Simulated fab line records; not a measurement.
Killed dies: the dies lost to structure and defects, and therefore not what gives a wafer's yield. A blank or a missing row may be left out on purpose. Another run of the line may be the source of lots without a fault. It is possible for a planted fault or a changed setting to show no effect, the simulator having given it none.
A sampling plan put to the test :: flow ritCmos :: one line in one fab, 17 faults in these records, each fault weighed on the records of the lots it struck
The plan is the line's own looks: the steps of the route at which a gauge or an inspection reads the wafer and doesn't change it. A look can be judged if struck wafers have a number there and the file gives its usual mean and standard deviation on fault-free wafers. Caught: 4 or more of those standard deviations (sigma) separate the usual mean from the mean of the struck wafers at a look after the fault's first step. On the tool: the same test on the tool's own readings at the fault's steps. Also counted as caught: the struck wafers showing another recipe, or a record that is empty for them alone.

== THE FAULTS, as the simulator had put them in ==
1. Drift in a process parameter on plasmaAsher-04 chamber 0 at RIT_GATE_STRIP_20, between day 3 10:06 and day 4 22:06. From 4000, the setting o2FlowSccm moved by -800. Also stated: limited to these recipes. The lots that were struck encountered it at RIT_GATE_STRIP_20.
2. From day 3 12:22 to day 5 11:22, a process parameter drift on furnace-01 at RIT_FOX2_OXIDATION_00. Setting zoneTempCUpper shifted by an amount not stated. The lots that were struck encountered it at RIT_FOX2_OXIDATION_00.
3. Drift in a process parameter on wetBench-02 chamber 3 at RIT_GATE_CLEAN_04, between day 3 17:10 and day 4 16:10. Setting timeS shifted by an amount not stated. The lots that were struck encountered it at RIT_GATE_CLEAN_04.
4. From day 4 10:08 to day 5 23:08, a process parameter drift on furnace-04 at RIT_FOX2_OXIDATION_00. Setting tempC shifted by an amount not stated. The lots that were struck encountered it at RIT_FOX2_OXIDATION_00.
5. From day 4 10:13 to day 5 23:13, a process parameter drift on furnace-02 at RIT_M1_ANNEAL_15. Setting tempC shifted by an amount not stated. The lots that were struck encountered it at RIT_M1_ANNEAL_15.
6. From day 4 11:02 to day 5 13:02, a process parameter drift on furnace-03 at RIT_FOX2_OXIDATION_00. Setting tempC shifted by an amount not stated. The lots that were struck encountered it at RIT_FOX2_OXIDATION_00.
7. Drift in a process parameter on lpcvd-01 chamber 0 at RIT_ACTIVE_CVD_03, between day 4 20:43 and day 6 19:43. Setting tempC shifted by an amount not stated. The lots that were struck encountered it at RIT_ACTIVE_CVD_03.
8. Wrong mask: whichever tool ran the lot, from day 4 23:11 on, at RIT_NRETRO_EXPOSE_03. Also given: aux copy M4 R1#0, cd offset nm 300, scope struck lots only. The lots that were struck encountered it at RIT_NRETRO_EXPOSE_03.
9. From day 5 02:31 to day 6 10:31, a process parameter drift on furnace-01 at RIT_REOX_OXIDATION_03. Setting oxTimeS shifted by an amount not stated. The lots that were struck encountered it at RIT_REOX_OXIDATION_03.
10. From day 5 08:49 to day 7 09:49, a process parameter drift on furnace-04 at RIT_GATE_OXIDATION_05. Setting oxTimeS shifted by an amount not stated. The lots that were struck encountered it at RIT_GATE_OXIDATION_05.
11. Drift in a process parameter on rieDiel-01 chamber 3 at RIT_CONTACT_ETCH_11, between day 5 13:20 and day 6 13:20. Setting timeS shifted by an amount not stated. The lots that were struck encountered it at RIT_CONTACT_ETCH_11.
12. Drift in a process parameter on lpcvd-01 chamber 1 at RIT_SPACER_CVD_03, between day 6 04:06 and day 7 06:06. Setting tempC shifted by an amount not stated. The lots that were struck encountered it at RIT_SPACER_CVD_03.
13. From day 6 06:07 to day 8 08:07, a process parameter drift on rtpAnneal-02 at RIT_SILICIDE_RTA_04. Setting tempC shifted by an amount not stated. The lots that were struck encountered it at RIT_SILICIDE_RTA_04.
14. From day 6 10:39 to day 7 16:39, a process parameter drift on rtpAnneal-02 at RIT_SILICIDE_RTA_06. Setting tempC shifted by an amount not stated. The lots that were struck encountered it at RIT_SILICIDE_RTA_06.
15. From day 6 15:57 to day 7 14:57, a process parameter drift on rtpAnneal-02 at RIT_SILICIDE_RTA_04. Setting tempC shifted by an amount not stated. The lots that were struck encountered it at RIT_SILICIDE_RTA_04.
16. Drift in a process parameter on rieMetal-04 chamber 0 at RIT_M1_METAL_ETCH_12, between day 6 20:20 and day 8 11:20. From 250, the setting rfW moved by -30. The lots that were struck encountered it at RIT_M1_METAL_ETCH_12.
17. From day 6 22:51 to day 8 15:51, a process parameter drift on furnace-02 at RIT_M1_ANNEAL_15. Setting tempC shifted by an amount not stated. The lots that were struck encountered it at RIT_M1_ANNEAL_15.

== WHAT THE PLAN SAW ==
fault: 1
on the tool itself: o2FlowSccm -60 sigma
first look that catches it: no look after it can be judged
reading, sigma: -
median hours from its first step to that look: -
hours from the fault's start to the first struck lot there: -
judged looks passed uncaught: 0

fault: 2
on the tool itself: under 2 sigma
first look that catches it: none of the 2 looks that can be judged after it
reading, sigma: strongest: FIELD_OXIDE_LEFT_1_THK at RIT_FOX2_THK_MEAS_90, -2.6
median hours from its first step to that look: -
hours from the fault's start to the first struck lot there: -
judged looks passed uncaught: 2

fault: 3
on the tool itself: runLengthS +19 sigma
first look that catches it: no look after it can be judged
reading, sigma: -
median hours from its first step to that look: -
hours from the fault's start to the first struck lot there: -
judged looks passed uncaught: 0

fault: 4
on the tool itself: tubeCenterTempC +99 or beyond sigma
first look that catches it: RIT_FOX2_THK_MEAS_01
reading, sigma: FOX2_OXIDE_THK +23
median hours from its first step to that look: 1.3
hours from the fault's start to the first struck lot there: 4
judged looks passed uncaught: 0

fault: 5
on the tool itself: tubeCenterTempC +99 or beyond sigma
first look that catches it: no look after it can be judged
reading, sigma: -
median hours from its first step to that look: -
hours from the fault's start to the first struck lot there: -
judged looks passed uncaught: 0

fault: 6
on the tool itself: tubeCenterTempC -99 or beyond sigma
first look that catches it: RIT_FOX2_THK_MEAS_01
reading, sigma: FOX2_OXIDE_THK -13
median hours from its first step to that look: 1.3
hours from the fault's start to the first struck lot there: 8
judged looks passed uncaught: 0

fault: 7
on the tool itself: susceptorTempC +41 sigma
first look that catches it: RIT_ACTIVE_THK_MEAS_04
reading, sigma: ACTIVE_NITRIDE_THK +32
median hours from its first step to that look: 1.4
hours from the fault's start to the first struck lot there: 16
judged looks passed uncaught: 0

fault: 8
on the tool itself: no reading that can be judged
first look that catches it: no look after it can be judged
reading, sigma: -
median hours from its first step to that look: -
hours from the fault's start to the first struck lot there: -
judged looks passed uncaught: 0

fault: 9
on the tool itself: under 2 sigma
first look that catches it: RIT_REOX_THK_MEAS_04
reading, sigma: REOX_OXIDE_THK -18
median hours from its first step to that look: 2.5
hours from the fault's start to the first struck lot there: 7
judged looks passed uncaught: 0

fault: 10
on the tool itself: under 2 sigma
first look that catches it: RIT_GATE_THK_MEAS_07
reading, sigma: GATE_OXIDE_THK +25
median hours from its first step to that look: 3.1
hours from the fault's start to the first struck lot there: 10
judged looks passed uncaught: 0

fault: 11
on the tool itself: runLengthS +99 or beyond sigma
first look that catches it: no look after it can be judged
reading, sigma: -
median hours from its first step to that look: -
hours from the fault's start to the first struck lot there: -
judged looks passed uncaught: 0

fault: 12
on the tool itself: susceptorTempC -79 sigma
first look that catches it: RIT_SPACER_THK_MEAS_04
reading, sigma: SPACER_NITRIDE_THK -42
median hours from its first step to that look: 1.9
hours from the fault's start to the first struck lot there: 15
judged looks passed uncaught: 0

fault: 13
on the tool itself: wafer_temp_C_max -47 sigma
first look that catches it: no look after it can be judged
reading, sigma: -
median hours from its first step to that look: -
hours from the fault's start to the first struck lot there: -
judged looks passed uncaught: 0

fault: 14
on the tool itself: wafer_temp_C_max -5.0 sigma
first look that catches it: no look after it can be judged
reading, sigma: -
median hours from its first step to that look: -
hours from the fault's start to the first struck lot there: -
judged looks passed uncaught: 0

fault: 15
on the tool itself: wafer_temp_C_max +99 or beyond sigma
first look that catches it: not the one look that can be judged after it
reading, sigma: -
median hours from its first step to that look: -
hours from the fault's start to the first struck lot there: -
judged looks passed uncaught: 1

fault: 16
on the tool itself: rfFwdPowerW -39 sigma
first look that catches it: no look after it can be judged
reading, sigma: -
median hours from its first step to that look: -
hours from the fault's start to the first struck lot there: -
judged looks passed uncaught: 0

fault: 17
on the tool itself: tubeCenterTempC -99 or beyond sigma
first look that catches it: no look after it can be judged
reading, sigma: -
median hours from its first step to that look: -
hours from the fault's start to the first struck lot there: -
judged looks passed uncaught: 0
A dash: the fault is not caught, or the number is missing from these records.

Caught at a look: 6 of 17. Caught on the tool: 13 of 17. By one or the other: 15 of 17.
Faults caught by the tool alone: 1, 3, 5, 11, 13, 14, 15, 16, 17.
Caught at a look alone: faults 9, 10.
Caught by neither: faults 2, 8.

== THINNER SAMPLING ==
In the worst case, this is how late the first struck lot would be measured if the look that catches a fault measured only every second or every third lot, by lot number:
fault: 4
struck lots at that look, in order of time: L887, L893
every lot: 4 h
every second lot: may miss all 2
every third lot: may miss all 2

fault: 6
struck lots at that look, in order of time: L586, L589
every lot: 8 h
every second lot: 22 h
every third lot: may miss all 2

fault: 7
struck lots at that look, in order of time: L530
every lot: 16 h
every second lot: may miss it
every third lot: may miss it

fault: 9
struck lots at that look, in order of time: L588, L590, L591
every lot: 7 h
every second lot: 23 h
every third lot: may miss all 3

fault: 10
struck lots at that look, in order of time: L434, L436, L438
every lot: 10 h
every second lot: may miss all 3
every third lot: 30 h

fault: 12
struck lots at that look, in order of time: L937
every lot: 15 h
every second lot: may miss it
every third lot: may miss it
Hours are from the fault's start to the first struck lot that is measured. The test against the limit of 4 sigma pooled every struck wafer, which means one lot taken alone may stay below that limit. Other struck lots may not be in these records.

== THE LONGEST TIMED WAY FROM STEP TO LOOK ==
Fault 10: median gap of 3.1 hours between RIT_GATE_OXIDATION_05 and RIT_GATE_THK_MEAS_07. No look between them can be judged.
